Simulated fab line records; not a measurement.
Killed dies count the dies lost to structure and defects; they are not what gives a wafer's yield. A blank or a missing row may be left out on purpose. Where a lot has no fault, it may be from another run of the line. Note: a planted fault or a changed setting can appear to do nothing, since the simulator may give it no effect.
A lot that was struck, set against a sound lot ; flow rit_cmos ; 19 out of 202 route steps
Sound: the wafers L160.1, L160.3, L160.4. The struck wafers were L167.3, L167.4, L167.5. The cause is given at the end.
For every step that has rows: the tool of each side, followed by ch and its chambers, followed by its first start. Under that, the readings that differ: sound wafers ; struck wafers ; difference of the means ; sigmas: that difference in standard deviations of wafers without a fault.
alike: words and numbers the same on both sides, and readings whose means are apart by under 2 such deviations; not compared: readings that were withheld, readings missing a value for some wafer, numbers with overlapping values and no deviation given by the record, and bounds like >300 which may hide the same value.
A row with sigmas, a row that says differs or no value, or rows on one side alone: a step with any of these is where the two part. Numbers that have no deviation but don't overlap get no sigmas and don't part them. A reading missing from all wafers of one side parts the sides only when that side holds two or more wafers.

first, 2 steps without rows for these wafers: RIT_NWELL_HARDBAKE_07 (time 120 s); RIT_NWELL_IMPLANT_08.
RIT_NWELL_STRIP_09: strips in O2, time 180 s.
  sound on plasma_asher-01 ch 0,1, day 3 00:52; struck on plasma_asher-01 ch 0,1, day 4 11:20
  alike: drypump_motor_current_A
  not compared: rf_hours_counter_h
RIT_NWELL_TW_MEAS_10:
  sound on film_metro-02 at day 3 01:02; struck on film_metro-02 at day 4 11:28
  alike: NWELL_TW
then, 6 steps without rows for these wafers: RIT_PWELL_HMDS_00 (prime time 60 s); RIT_PWELL_COAT_01 (resist thk 1300 nm); RIT_PWELL_SOFTBAKE_02 (time 60 s); RIT_PWELL_EXPOSE_03 (exposes mask M3, target cd 43700 nm); RIT_PWELL_PEB_04; RIT_PWELL_DEVELOP_05 (develop time 68 s).
RIT_PWELL_OVL_MEAS_06:
  sound on overlay-02 at day 3 01:59; struck on overlay-01 at day 4 12:31
  alike: PWELL_OVL
then, 1 step without rows for these wafers: RIT_PWELL_HARDBAKE_07 (time 120 s).
RIT_PWELL_IMPLANT_08:
  sound on implanter-04 ch 0, day 3 02:16; struck on implanter-04 ch 0, day 4 13:10
  alike: beam_energy_keV, faraday_current_uA
RIT_PWELL_STRIP_09: strips in O2, time 180 s.
  sound on plasma_asher-03 ch 0,1, day 3 02:25; struck on plasma_asher-03 ch 0,1, day 4 13:19
  alike: drypump_motor_current_A
  not compared: rf_hours_counter_h
RIT_PWELL_TW_MEAS_10:
  sound on film_metro-04 at day 3 02:35; struck on film_metro-04 at day 4 13:41
reading;sound;struck;difference;sigmas
PWELL_TW;953 952 956;1187 1183 1183;+231;+19
then, 1 step without rows for these wafers: RIT_WELLDRIVE_ANNEAL_00 (time 14700 s).
RIT_WELLDRIVE_RS_MEAS_01: measurement is done with a four-point probe.
  sound on film_metro-04 at day 3 08:59; struck on film_metro-02 at day 4 20:28
  alike: NWELL_RS
RIT_WELLDRIVE_RS_MEAS_02: measurement is done with a four-point probe.
  sound on film_metro-04 at day 3 09:06; struck on film_metro-02 at day 4 20:52
reading;sound;struck;difference;sigmas
PWELL_RS (ohm/sq);428.3 429.1 428.6;279.8 280.2 281.0;-148.3;-99 or more
RIT_M1_PROBE_99:
  sound wafers here have rows in the record (prober-02, day 4 17:02); struck ones have none

WHERE THEY PART
First at RIT_PWELL_TW_MEAS_10; last, within this record, at RIT_M1_PROBE_99.

WHY: what the simulator had put in
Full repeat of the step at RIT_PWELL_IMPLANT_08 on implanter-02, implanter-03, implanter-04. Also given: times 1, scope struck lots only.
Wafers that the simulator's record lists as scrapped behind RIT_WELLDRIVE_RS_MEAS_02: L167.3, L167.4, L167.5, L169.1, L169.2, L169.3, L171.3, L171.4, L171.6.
